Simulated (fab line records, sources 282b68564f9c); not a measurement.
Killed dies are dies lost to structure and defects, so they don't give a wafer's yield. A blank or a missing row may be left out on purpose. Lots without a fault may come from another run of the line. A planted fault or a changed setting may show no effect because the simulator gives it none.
fab line records | flow rit_cmos
record lots=15 wafers=45 last_day=7
route steps=202 shown GATE@83 NSD@137 PSD@147 CONTACT@180
lots that met no fault: from a run of the same line without faults
start_h: hours from the record's first day to the start of the lot's first wafer shown | wait_h: hours since the lot's step before | " the same as in the row above | L1.1+2: a row that stands for several wafers | - no value, or no start given | * or withheld: withheld | < > ~ a bound
route shown NAME@n: a module of which the file shows steps, and the number in the route of the first | usual: mean/standard deviation of fault-free wafers | same: alike in all rows | chamber/n: place in a boat | sites: the reading at each site | _std_site: their standard deviation | _edge_site: outer sites' mean less inner sites' | radius_mm: how far each site lies from the wafer's centre | mask NAME#n: copy n | behind: the tool/chamber that last shaped the wafer | hold: why the lot was held/for how many hours/how that ended | device: the transistor (n, p or np) that didn't switch | end of line: the same wafers' tests at the end of the route | a step without rows: its recipe alone | killed: dies lost to structure and defects at the first sort, not the wafer's yield | map: a wafer's dies, x killed, . not, _ none there
set.NAME: the setting as run; set.NAME@STEP: as run at that earlier step | model.NAME: the simulator's own value behind a step, which no gauge read
steps of the route over a sample of lots; a table a step, a row a wafer
services: from which hour (start_h, from the record's first day; less than 0 if before it) a tool's chamber was out of use, for how many hours, and why
## steps
# step RIT_GATE_THK_MEAS_07
# recipe reads=SiO2_of_GATE_OXIDATION_05
# usual GATE_OXIDE_THK=3.03/0.069
# columns lot.wafer tool chamber start_h wait_h GATE_OXIDE_THK[nm]
L155.1 film_metro-04 - 37.45 0.0 3.09
L155.2 " - " " 3.11
L155.4 " - " " 3.09
L159.3 film_metro-04 - 54.92 0.0 3.09
L159.5 " - " " 3.07
L159.6 " - " " 3.01
L162.1 film_metro-04 - 74.54 0.0 3.01
L162.4 " - " " 2.89
L162.6 " - " " 2.97
L163.2 film_metro-01 - 79.83 0.0 3.00
L163.3 " - " " 2.96
L163.6 " - " " 2.94
L164.1 film_metro-01 - 83.70 0.0 3.01
L164.4 " - " " 3.05
L164.5 " - " " 3.02
L165.1 film_metro-01 - 88.22 0.0 2.94
L165.2 " - " " 2.85
L165.3 " - " " 2.92
L166.3 film_metro-04 - 97.44 0.0 3.04
L166.4 " - " " 3.08
L166.5 " - " " 3.06
L168.2 film_metro-04 - 101.89 0.0 3.02
L168.3 " - " " 3.03
L168.5 " - " " 3.03
L169.2 film_metro-01 - 110.70 0.0 3.07
L169.3 " - " " 3.08
L169.4 " - " " 3.05
L171.1 film_metro-03 - 118.03 0.0 2.92
L171.5 " - " " 3.00
L171.6 " - " " 3.01
L172.3 film_metro-04 - 126.08 0.0 3.06
L172.4 " - " " 2.96
L172.5 " - " " 3.01
L174.1 film_metro-01 - 133.62 0.0 3.01
L174.2 " - " " 2.87
L174.3 " - " " 2.95
L175.1 film_metro-01 - 139.05 0.0 2.93
L175.3 " - " " 2.90
L175.5 " - " " 3.06
L176.1 film_metro-04 - 142.83 0.0 3.00
L176.2 " - " " 3.11
L176.5 " - " " 2.98
L178.1 film_metro-01 - 153.27 0.0 3.07
L178.3 " - " " 3.07
L178.5 " - " " 3.14
# step RIT_NSD_OVL_MEAS_06
# usual NSD_OVL=-0.6/1.6
# columns lot.wafer tool chamber start_h wait_h NSD_OVL[nm]
L155.1 overlay-01 - 51.35 - -0.3
L155.2 " - " " -0.7
L155.4 " - " " -0.3
L159.3 overlay-01 - 70.43 - 1.6
L159.5 " - " " 1.6
L159.6 " - " " 0.6
L162.1 overlay-02 - 89.41 - -3.5
L162.4 " - " " -2.1
L162.6 " - " " -1.9
L163.2 overlay-01 - 93.57 - -3.0
L163.3 " - " " -1.1
L163.6 " - " " -2.6
L164.1 overlay-02 - 97.14 - -0.1
L164.4 " - " " 0.8
L164.5 " - " " 1.2
L165.1 overlay-02 - 103.37 - 0.2
L165.2 " - " " 0.5
L165.3 " - " " -1.2
L166.3 overlay-01 - 112.02 - -2.5
L166.4 " - " " -2.8
L166.5 " - " " -1.9
L168.2 overlay-02 - 117.83 - 1.9
L168.3 " - " " 2.0
L168.5 " - " " 1.8
L169.2 overlay-01 - 125.34 - -1.4
L169.3 " - " " -1.2
L169.4 " - " " -1.3
L171.1 overlay-01 - 132.28 - -0.3
L171.5 " - " " -1.4
L171.6 " - " " -1.0
L172.3 overlay-02 - 141.12 - 0.9
L172.4 " - " " 1.1
L172.5 " - " " 1.0
L174.1 overlay-02 - 147.20 - -4.0
L174.2 " - " " -4.5
L174.3 " - " " -4.5
L175.1 overlay-01 - 152.58 - 0.5
L175.3 " - " " 1.7
L175.5 " - " " 0.8
L176.1 overlay-02 - 156.26 - -0.9
L176.2 " - " " -1.9
L176.5 " - " " -1.9
L178.1 overlay-01 - 167.56 - -0.5
L178.3 " - " " -1.4
L178.5 " - " " -1.0
# step RIT_PSD_DEVELOP_05
# recipe resist=NOVOLAK develop_time_s=51.76 dev_temp_c=23
# usual chill_plate_temp_C=23.02/0.11 develop_time_s=51.76/0
# columns lot.wafer tool chamber start_h wait_h chill_plate_temp_C develop_time_s
L155.1 litho_track-04 0 52 - 23.04 51.76
L155.2 " 0 " " 22.91 51.76
L155.4 " 0 " " 22.92 51.76
L159.3 litho_track-02 0 71 - 23.03 51.76
L159.5 " 0 " " 22.95 51.76
L159.6 " 0 " " 23.07 51.76
L162.1 litho_track-01 - 90 - - -
L162.4 " - " " - -
L162.6 " - " " - -
L163.2 litho_track-01 - 95 - - -
L163.3 " - " " - -
L163.6 " - " " - -
L164.1 litho_track-02 - 98 - - -
L164.4 " - " " - -
L164.5 " - " " - -
L165.1 litho_track-01 0 104 - 22.98 51.76
L165.2 " 0 " " 22.92 51.76
L165.3 " 0 105 - 22.95 51.76
L166.3 litho_track-01 0 113 - 22.89 51.76
L166.4 " 0 " " 22.94 51.76
L166.5 " 0 " " 22.81 51.76
L168.2 litho_track-01 0 119 - 23.12 51.76
L168.3 " 0 " " 23.01 51.76
L168.5 " 0 " " 23.00 51.76
L169.2 litho_track-02 0 126 - 23.07 51.76
L169.3 " 0 " " 23.22 51.76
L169.4 " 0 " " 23.06 51.76
L171.1 litho_track-01 0 133 - 23.12 51.76
L171.5 " 0 " " 23.13 51.76
L171.6 " 0 " " 23.13 51.76
L172.3 litho_track-04 0 142 - 23.04 51.76
L172.4 " 0 " " 23.02 51.76
L172.5 " 0 " " 23.09 51.76
L174.1 litho_track-04 0 148 - 23.12 51.76
L174.2 " 0 " " 23.07 51.76
L174.3 " 0 " " 23.16 51.76
L175.1 litho_track-02 0 153 - 22.98 51.76
L175.3 " 0 154 - 23.11 51.76
L175.5 " 0 " " 23.18 51.76
L176.1 litho_track-02 0 157 - 23.14 51.76
L176.2 " 0 " " 22.98 51.76
L176.5 " 0 " " 23.14 51.76
L178.1 litho_track-04 0 168 - 22.93 51.76
L178.3 " 0 " " 22.73 51.76
L178.5 " 0 " " 22.71 51.76
# step RIT_CONTACT_STRIP_12
# recipe chemistry=O2 time_s=180 resist=NOVOLAK platen_temp_c=withheld power_w=500 pressure_mtorr=4000 o2_flow_sccm=4000
# usual drypump_motor_current_A=5.9/0.33 o2_flow_sccm=3999/13
# columns lot.wafer tool chamber start_h wait_h drypump_motor_current_A o2_flow_sccm rf_hours_counter_h
L155.1 plasma_asher-04 0 56.43 0.1 5.4 3998 40
L155.2 " 1 " " 5.9 3993 40
L155.4 " 0 " " 5.4 4005 -
L159.3 plasma_asher-04 0 75.70 0.2 5.5 3997 -
L159.5 " 0 " " 5.4 4020 -
L159.6 " 1 " " 5.9 4013 -
L162.1 plasma_asher-03 0 94.53 0.1 6.3 4001 29
L162.4 " 1 " " 5.8 4002 -
L162.6 " 1 " " 5.8 4009 -
L163.2 plasma_asher-02 0 98.97 0.1 6.2 3982 47
L163.3 " 1 " " 5.5 3990 -
L163.6 " 1 " " 5.5 4012 -
L164.1 plasma_asher-04 0 102.29 0.1 5.4 4006 44
L164.4 " 0 " " 5.4 4017 -
L164.5 " 0 " " 5.4 4011 -
L165.1 plasma_asher-04 0 108.68 0.1 5.4 3983 45
L165.2 " 1 " " 6.0 3979 45
L165.3 " 0 " " 5.4 3978 -
L166.3 plasma_asher-02 0 117.54 0.2 6.2 3995 -
L166.4 " 1 " " 5.5 3973 -
L166.5 " 0 " " 6.2 4015 -
L168.2 plasma_asher-02 0 123.41 0.1 6.2 3989 50
L168.3 " 1 " " 5.5 4022 -
L168.5 " 0 " " 6.2 3991 -
L169.2 plasma_asher-02 0 130.52 0.1 6.2 4007 51
L169.3 " 1 " " 5.5 3996 -
L169.4 " 0 " " 6.2 4007 -
L171.1 plasma_asher-02 0 137.29 0.1 6.2 4017 51
L171.5 " 0 " " 6.2 4017 -
L171.6 " 1 " " 5.5 4008 -
L172.3 plasma_asher-03 0 146.34 0.2 6.3 3992 -
L172.4 " 1 " " 5.8 3994 -
L172.5 " 0 " " 6.3 3996 -
L174.1 plasma_asher-04 0 152.79 0.1 5.4 3983 50
L174.2 " 1 " " 5.9 3989 50
L174.3 " 0 " " 5.4 3982 -
L175.1 plasma_asher-03 1 157.90 0.1 5.8 4016 36
L175.3 " 1 " " 5.8 4003 -
L175.5 " 0 " " 6.3 3995 -
L176.1 plasma_asher-04 0 161.74 0.2 5.4 4005 51
L176.2 " 1 " " 5.9 4007 51
L176.5 " 0 " " 5.4 3997 -
L178.1 plasma_asher-03 0 172.77 0.1 6.3 3991 37
L178.3 " 1 " " 5.8 4003 -
L178.5 " 1 " " 5.8 3994 -
## services
# columns tool chamber start_h hours kind
plasma_asher-04 - 46.52 3.4 repair
plasma_asher-02 - 52.80 3.8 repair
plasma_asher-04 - 59.29 5.9 repair
plasma_asher-04 - 68.83 0.6 repair
plasma_asher-03 - 101.48 7.2 repair
## key
first_sign step=RIT_PSD_DEVELOP_05 reading=tool_record direction=missing
effect none on later readings
met_at RIT_PSD_DEVELOP_05
struck_lots L162,L163,L164
sort_left_out L162.1,L162.4,L162.6,L163.2,L163.3,L163.6,L164.1,L164.4,L164.5
tester_left_out L162,L163,L164
not_acting_at RIT_GATE_THK_MEAS_07,RIT_NSD_OVL_MEAS_06,RIT_CONTACT_STRIP_12
onset_between 71 90
fault kind=skipped_step_whole tool=litho_track-01,litho_track-02 chamber=- onset_h=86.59 steps=RIT_PSD_DEVELOP_05 scope=struck_lots_only
# tester_left_out: of these lots the tester's yield and bins aren't shown, on N5 and GAA mostly nor the transistor test; their killed dies are dies lost to structure and defects alone, not to doping, threshold or leakage, so they don't give the yield
# sort_left_out: the simulated sort isn't trusted on such a fault, so these wafers' sort isn't shown, and their yield isn't known
